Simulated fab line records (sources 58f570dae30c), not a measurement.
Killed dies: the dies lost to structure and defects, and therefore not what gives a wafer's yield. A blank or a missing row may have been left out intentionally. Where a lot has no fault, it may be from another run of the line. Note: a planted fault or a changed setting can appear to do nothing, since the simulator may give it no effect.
8D (eight disciplines) problem report, filled in by code ; flow berkeley cmos170 ; the parts of the form that need people (team, actions taken, sign-off) are left out

== 1. THE PROBLEM ==
Wafers free of any fault read 2221 (standard deviation 22) for NLDD_TW at UCB170_NLDD_TW_MEAS_11, against a mean of 2350 on 6 wafers of 2 lots. Measured from the usual mean, that is +5.8 standard deviations.
Seen first at day 9 13:11 on film metro-01, wafer L364.1. The record has a number at this step for 42 wafers belonging to 14 lots. Rule for "out", or "out of limits": more than 4 standard deviations from the usual mean. All remaining wafers that have a number are taken as sound.

== 2. WHAT IT IS, AND WHAT IT ISN'T ==
question;is;is not
which readings at this step;NLDD_TW;-
which lots;L364, L368;L349, L350, L351, L354, L356, L357, L359, L361, L362, L366, L369, L370
which wafers of those lots;all that have a number;-
read on which gauges;film metro-01, film metro-03;film metro-04
when;from day 9 13:11;"up to then (27 sound wafers); but 9 sound wafers of L366, L369, L370 came after"

== 3. WHAT RULES OUT EACH SUSPECT ==
Counting: any tool at a process step up to the reading is kept as a suspect provided that every lot that is out went through it and no sound lot did after the first of them.
- ruled out: the gauge at UCB170_NLDD_TW_MEAS_11. The wafers that are out were read on 2 gauges (film metro-01, film metro-03).
- implanter-04 at UCB170_NLDD_IMPLANT_09: kept. Every lot that is out went through it, starting with L364 (day 9 12:56), and after that it ran no sound lot; the last sound lot it ran before then is L362 (day 8 22:34). On those wafers its own readings are out: dose ions cm2, faraday current uA.
The count leaves implanter-04 at UCB170_NLDD_IMPLANT_09.

== 4. THE CAUSE (what the simulator had put in) ==
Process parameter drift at UCB170_NLDD_IMPLANT_09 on implanter-04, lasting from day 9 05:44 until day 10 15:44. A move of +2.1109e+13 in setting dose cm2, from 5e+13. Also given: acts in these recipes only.
Counting left only this tool.

== 5. THE EFFECT CHAIN, in route order ==
Rows list readings where the struck wafers' mean (over those with a number) sits beyond 3 standard deviations from the usual. Only readings for which the record gives a usual standard deviation are gone through. hours: the time from each lot's start at the first step in this table that gives one to its start at this step, as a median over the lots. sigmas: the change in usual standard deviations.
hours;step;reading;usual;on struck wafers;change;sigmas
0;UCB170_NLDD_IMPLANT_09;dose ions cm2;4.999e+13;7.110e+13;+2.111e+13;+99 or more
0;UCB170_NLDD_IMPLANT_09;faraday current uA;159;225;+66;+19
0;UCB170_NLDD_TW_MEAS_11;NLDD_TW;2221;2350;+128;+5.8
11;UCB170_SDANNEAL_RS_MEAS_05;NLDD_RS;616.4 ohm/sq;540.0;-76.4;-55
It contains these process steps:
- UCB170_NLDD_IMPLANT_09
At these later measuring or inspecting steps, every struck wafer for which the step has a row has a number for every such reading, and none has moved that far: UCB170_SPACER_THK_MEAS_01, UCB170_PSD_OVL_MEAS_07.

== 6. HOW IT WOULD HAVE BEEN CAUGHT EARLIER ==
The first out-of-limits reading at a measuring or inspecting step in this record came at day 9 13:11, 7 hours after the fault's start at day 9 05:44.
The tool's own readings at UCB170_NLDD_IMPLANT_09 were out on every struck wafer that the step has a row for (dose ions cm2, faraday current uA): an alarm limit on them would have fired on the first of those.
Of the lots that are out (2), L368 began UCB170_NLDD_IMPLANT_09 on implanter-04 after day 9 13:11. It would have been spared by a hold on the tool at that moment.
